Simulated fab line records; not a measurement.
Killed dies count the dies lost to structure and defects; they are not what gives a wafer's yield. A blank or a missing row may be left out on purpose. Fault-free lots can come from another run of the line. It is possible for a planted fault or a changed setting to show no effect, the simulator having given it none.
Split-lot experiment / flow ritCmos / 23 wafers read from 5 lots, route of 202 steps

THE SPLIT
At RIT_SDANNEAL_RTA_03 (time 5 s), the setting timeS was moved away from the recipe's 5 s on 11 of the 23 wafers read, by -10.0% to +14.8%. This setting was run at the recipe's value on the other wafers.

FROM SPLIT TO READING: 1 step shown by the file between the two
- RIT_SDANNEAL_RS_MEAS_04: measures by four-point-probe

THE READING
PLDD_RS (ohm/sq), read at RIT_SDANNEAL_RS_MEAS_06 with a four-point probe. On this fab line, fault-free wafers typically give 178.8 ohm/sq with a standard deviation of 0.59 ohm/sq.

wafer=L075.1; tool, chamber at the split=rtpAnneal-01, 0; timeS as run, s=5; against the recipe=recipe; PLDD_RS, ohm/sq=179.4; against lot-mates on the recipe=-
wafer=L075.2; tool, chamber at the split=rtpAnneal-01, 0; timeS as run, s=5.391; against the recipe=+7.8%; PLDD_RS, ohm/sq=178.4; against lot-mates on the recipe=-1.0
wafer=L075.3; tool, chamber at the split=rtpAnneal-01, 0; timeS as run, s=5.391; against the recipe=+7.8%; PLDD_RS, ohm/sq=178.8; against lot-mates on the recipe=-0.6
wafer=L075.4; tool, chamber at the split=rtpAnneal-01, 0; timeS as run, s=5; against the recipe=recipe; PLDD_RS, ohm/sq=179.3; against lot-mates on the recipe=-
wafer=L075.6; tool, chamber at the split=rtpAnneal-01, 0; timeS as run, s=5.391; against the recipe=+7.8%; PLDD_RS, ohm/sq=178.9; against lot-mates on the recipe=-0.5
wafer=L076.1; tool, chamber at the split=rtpAnneal-02, 0; timeS as run, s=5.74; against the recipe=+14.8%; PLDD_RS, ohm/sq=176.3; against lot-mates on the recipe=-1.7
wafer=L076.2; tool, chamber at the split=rtpAnneal-02, 0; timeS as run, s=5; against the recipe=recipe; PLDD_RS, ohm/sq=178.3; against lot-mates on the recipe=-
wafer=L076.4; tool, chamber at the split=rtpAnneal-02, 0; timeS as run, s=5; against the recipe=recipe; PLDD_RS, ohm/sq=178.0; against lot-mates on the recipe=-
wafer=L076.5; tool, chamber at the split=rtpAnneal-02, 0; timeS as run, s=5; against the recipe=recipe; PLDD_RS, ohm/sq=177.8; against lot-mates on the recipe=-
wafer=L076.6; tool, chamber at the split=rtpAnneal-02, 0; timeS as run, s=5.74; against the recipe=+14.8%; PLDD_RS, ohm/sq=175.9; against lot-mates on the recipe=-2.1
wafer=L083.1; tool, chamber at the split=rtpAnneal-01, 0; timeS as run, s=5; against the recipe=recipe; PLDD_RS, ohm/sq=179.3; against lot-mates on the recipe=-
wafer=L083.4; tool, chamber at the split=rtpAnneal-01, 0; timeS as run, s=5; against the recipe=recipe; PLDD_RS, ohm/sq=178.4; against lot-mates on the recipe=-
wafer=L083.6; tool, chamber at the split=rtpAnneal-01, 0; timeS as run, s=5; against the recipe=recipe; PLDD_RS, ohm/sq=179.3; against lot-mates on the recipe=-
wafer=L084.1; tool, chamber at the split=rtpAnneal-02, 0; timeS as run, s=5; against the recipe=recipe; PLDD_RS, ohm/sq=179.6; against lot-mates on the recipe=-
wafer=L084.2; tool, chamber at the split=rtpAnneal-02, 0; timeS as run, s=5; against the recipe=recipe; PLDD_RS, ohm/sq=178.6; against lot-mates on the recipe=-
wafer=L084.4; tool, chamber at the split=rtpAnneal-02, 0; timeS as run, s=4.541; against the recipe=-9.2%; PLDD_RS, ohm/sq=180.7; against lot-mates on the recipe=+1.6
wafer=L084.5; tool, chamber at the split=rtpAnneal-02, 0; timeS as run, s=4.541; against the recipe=-9.2%; PLDD_RS, ohm/sq=180.3; against lot-mates on the recipe=+1.2
wafer=L084.6; tool, chamber at the split=rtpAnneal-02, 0; timeS as run, s=4.541; against the recipe=-9.2%; PLDD_RS, ohm/sq=180.1; against lot-mates on the recipe=+1.0
wafer=L085.1; tool, chamber at the split=rtpAnneal-01, 0; timeS as run, s=4.502; against the recipe=-10.0%; PLDD_RS, ohm/sq=179.7; against lot-mates on the recipe=+1.8
wafer=L085.2; tool, chamber at the split=rtpAnneal-01, 0; timeS as run, s=4.502; against the recipe=-10.0%; PLDD_RS, ohm/sq=180.2; against lot-mates on the recipe=+2.3
wafer=L085.3; tool, chamber at the split=rtpAnneal-01, 0; timeS as run, s=4.502; against the recipe=-10.0%; PLDD_RS, ohm/sq=180.3; against lot-mates on the recipe=+2.4
wafer=L085.4; tool, chamber at the split=rtpAnneal-01, 0; timeS as run, s=5; against the recipe=recipe; PLDD_RS, ohm/sq=177.8; against lot-mates on the recipe=-
wafer=L085.6; tool, chamber at the split=rtpAnneal-01, 0; timeS as run, s=5; against the recipe=recipe; PLDD_RS, ohm/sq=178.0; against lot-mates on the recipe=-

THE FIT
A straight line over all 23 wafers: PLDD_RS changes by -0.139 ohm/sq for each +1% of timeS; r = -0.83; the points scatter about the line by 0.69 ohm/sq.
The same after taking each lot's own level away (the mean of its wafers on the recipe; 23 wafers): -0.146 ohm/sq for each +1%; r = -0.94; scatter 0.41 ohm/sq.
On that fit, the largest move of timeS shifts the reading by 2.2 ohm/sq.
Across the lots, their own levels run from 177.90 to 179.35 ohm/sq, a range of 2.5 times the standard deviation given above.
So the lot-to-lot level changes the slope little: the two slopes agree.
Check: for one of the wafers moved furthest among these (+14.8%), held out of the fit, the line's prediction against its lot-mates is -2.08 ohm/sq. Against them it came out at -1.73 ohm/sq.

FURTHER SPLITS ON THESE WAFERS
Note: prior to the reading, these wafers also went through further splits. Each is held against what the fit with the lots' levels taken away leaves over:
other split on the same wafers=RIT_SPACER_ETCHBACK_05 timeS; wafers away from the commonest value=10; r with PLDD_RS (lot level and that fit taken away)=+0.03
other split on the same wafers=RIT_PSD_COAT_01 resistThkNm; wafers away from the commonest value=12; r with PLDD_RS (lot level and that fit taken away)=-0.05

THE WHOLE CHAIN: every reading that the file lists as answering this split, in the file's order
step=RIT_SDANNEAL_RS_MEAS_04; what it does=measures by four-point-probe; reading=PSD_RS; change (the file's fit)=-0.14 for each +1% of the setting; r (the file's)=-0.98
step=RIT_SDANNEAL_RS_MEAS_06; what it does=measures by four-point-probe; reading=PLDD_RS; change (the file's fit)=-0.145 for each +1% of the setting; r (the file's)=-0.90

THE FILE'S OWN FIT
PLDD_RS changes by -0.145 ohm/sq for each +1% of timeS, r = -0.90.
